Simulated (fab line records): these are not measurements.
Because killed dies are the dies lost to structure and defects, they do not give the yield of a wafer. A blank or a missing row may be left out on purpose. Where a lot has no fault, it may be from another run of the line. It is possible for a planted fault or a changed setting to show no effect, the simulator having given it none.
Which tool did it? :: flow berkeley-cmos170 :: Sampling: 14 lots, 42 wafers, 2 of 331 route steps

WHAT THE GAUGES SHOWED, per wafer
UCB170_PWELL_TW_MEAS_17.
lot: L703
measured: day 3 13:49
on: film-metro-03
PWELL_TW: 374.9 372.8 375.3

lot: L704
measured: day 3 23:46
on: film-metro-02
PWELL_TW: 380.9 381.3 379.6

lot: L706
measured: day 4 12:55
on: film-metro-03
PWELL_TW: 375.4 377.1 375.5

lot: L707
measured: day 4 16:47
on: film-metro-03
PWELL_TW: 374.8 376.5 374.5

lot: L708
measured: day 4 17:04
on: film-metro-02
PWELL_TW: 379.0 381.9 382.0

lot: L710
measured: day 5 04:52
on: film-metro-03
PWELL_TW: 375.6 376.2 378.0

lot: L709
measured: day 5 04:50
on: film-metro-04
PWELL_TW: 377.5 379.4 380.3

lot: L711
measured: day 5 18:17
on: film-metro-04
PWELL_TW: 379.4 378.8 378.8

lot: L716
measured: day 6 21:23
on: film-metro-04
PWELL_TW: 401.4 402.3 401.9

lot: L719
measured: day 7 05:55
on: film-metro-03
PWELL_TW: 403.3 404.8 401.8

lot: L720
measured: day 7 18:09
on: film-metro-02
PWELL_TW: 378.6 382.0 382.9

lot: L722
measured: day 7 18:16
on: film-metro-03
PWELL_TW: 374.0 374.1 376.5

lot: L724
measured: day 8 00:40
on: film-metro-02
PWELL_TW: 380.7 380.6 380.9

lot: L723
measured: day 8 01:04
on: film-metro-02
PWELL_TW: 382.2 380.4 379.8

WHICH TOOL RAN EACH LOT (tool, then ch and the chambers of the sampled wafers, then the start)
lot: L703
UCB170_PWELL_IMPLANT_15: implanter-04 ch 0, day 3 13:35

lot: L704
UCB170_PWELL_IMPLANT_15: implanter-04 ch 0, day 3 23:31

lot: L706
UCB170_PWELL_IMPLANT_15: implanter-03 ch 0, day 4 12:41

lot: L707
UCB170_PWELL_IMPLANT_15: implanter-04 ch 0, day 4 16:34

lot: L708
UCB170_PWELL_IMPLANT_15: implanter-03 ch 0, day 4 16:49

lot: L710
UCB170_PWELL_IMPLANT_15: implanter-01 ch 0, day 5 04:37

lot: L709
UCB170_PWELL_IMPLANT_15: implanter-03 ch 0, day 5 04:37

lot: L711
UCB170_PWELL_IMPLANT_15: implanter-01 ch 0, day 5 18:02

lot: L716
UCB170_PWELL_IMPLANT_15: implanter-03 ch 0, day 6 21:08

lot: L719
UCB170_PWELL_IMPLANT_15: implanter-03 ch 0, day 7 05:42

lot: L720
UCB170_PWELL_IMPLANT_15: implanter-01 ch 0, day 7 17:54

lot: L722
UCB170_PWELL_IMPLANT_15: implanter-04 ch 0, day 7 18:01

lot: L724
UCB170_PWELL_IMPLANT_15: implanter-01 ch 0, day 8 00:25

lot: L723
UCB170_PWELL_IMPLANT_15: implanter-04 ch 0, day 8 00:50
- UCB170_PWELL_IMPLANT_15

WHAT THE TOOLS THEMSELVES READ (means of the sampled wafers that have a number; where no wafer has one, the mark that the record gives instead)
UCB170_PWELL_IMPLANT_15.
lot: L703
tool: implanter-04
dose-ions-cm2: 4.996e+12
end-station-pressure-torr (Torr): 5.22e-06
faraday-current-uA: 15.7

lot: L704
tool: implanter-04
dose-ions-cm2: 5.005e+12
end-station-pressure-torr (Torr): 5.08e-06
faraday-current-uA: 16.2

lot: L706
tool: implanter-03
dose-ions-cm2: 5.008e+12
end-station-pressure-torr (Torr): 4.99e-06
faraday-current-uA: 15.8

lot: L707
tool: implanter-04
dose-ions-cm2: 4.997e+12
end-station-pressure-torr (Torr): 4.99e-06
faraday-current-uA: 15.8

lot: L708
tool: implanter-03
dose-ions-cm2: 5.004e+12
end-station-pressure-torr (Torr): 4.88e-06
faraday-current-uA: 15.8

lot: L710
tool: implanter-01
dose-ions-cm2: 4.994e+12
end-station-pressure-torr (Torr): 5.07e-06
faraday-current-uA: 15.7

lot: L709
tool: implanter-03
dose-ions-cm2: 5.000e+12
end-station-pressure-torr (Torr): 5.13e-06
faraday-current-uA: 15.7

lot: L711
tool: implanter-01
dose-ions-cm2: 5.003e+12
end-station-pressure-torr (Torr): 4.94e-06
faraday-current-uA: 15.9

lot: L716
tool: implanter-03
dose-ions-cm2: 6.199e+12
end-station-pressure-torr (Torr): 4.86e-06
faraday-current-uA: 19.5

lot: L719
tool: implanter-03
dose-ions-cm2: 6.200e+12
end-station-pressure-torr (Torr): 5.30e-06
faraday-current-uA: 19.5

lot: L720
tool: implanter-01
dose-ions-cm2: 5.001e+12
end-station-pressure-torr (Torr): 5.16e-06
faraday-current-uA: 16.1

lot: L722
tool: implanter-04
dose-ions-cm2: 4.998e+12
end-station-pressure-torr (Torr): 4.85e-06
faraday-current-uA: 15.9

lot: L724
tool: implanter-01
dose-ions-cm2: 4.999e+12
end-station-pressure-torr (Torr): 5.11e-06
faraday-current-uA: 16.0

lot: L723
tool: implanter-04
dose-ions-cm2: 5.010e+12
end-station-pressure-torr (Torr): 5.16e-06
faraday-current-uA: 16.0

THE ANSWER, worked out from the rows above alone
Rule: usual is defined by the lots themselves. The widest of any qualifying gaps counts: lots, ordered by their means at a reading, are off when they make up no more than a third of the lots, leave a main group of 4 or more, and stand apart from it by 3 or more times the standard deviation of that group's means. A main group is skipped when, at the precision printed for the reading in the tables above, its means are all equal. Also off: a lot with no number at a reading for which 4 or more lots have one. All remaining lots with rows at the step are treated as sound. First the gauges in route order, then the tools' own readings, where a lot's mean is used as printed above. The first step at which some lot is off is used, and at that step the reading that is off furthest; a lot without a number counts as furthest.
Off: L716, L719, at UCB170_PWELL_TW_MEAS_17 (PWELL_TW). Main group: mean 378.3, sd 2.6.
If a tool, at a process step before that reading, ran all the lots that are off and no sound lot after the first of them, it fits. The gauges at UCB170_PWELL_TW_MEAS_17 aren't tried: what is off there is off at UCB170_PWELL_IMPLANT_15 too, on other tools, and a gauge's error can't cause that. One fits: UCB170_PWELL_IMPLANT_15 on implanter-03. Its last sound lot is L709 (day 5 04:37), its first lot that is off L716 (day 6 21:08): a fault that began between those two fits.
The tool's own readings at UCB170_PWELL_IMPLANT_15 bear it out: on the lots that are off they differ by more than 5 times the standard deviation of the sound lots' means. dose-ions-cm2 reads 6.200e+12 there against 5.001e+12 on the sound lots; faraday-current-uA reads 19.5 there against 15.9 on the sound lots.

WHAT WAS PUT IN BY THE SIMULATOR
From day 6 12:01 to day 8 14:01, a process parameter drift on implanter-03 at UCB170_PWELL_IMPLANT_15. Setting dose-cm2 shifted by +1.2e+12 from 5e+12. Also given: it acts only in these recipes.
Lots struck among those shown: L716, L719. The rule given above showed the same thing.
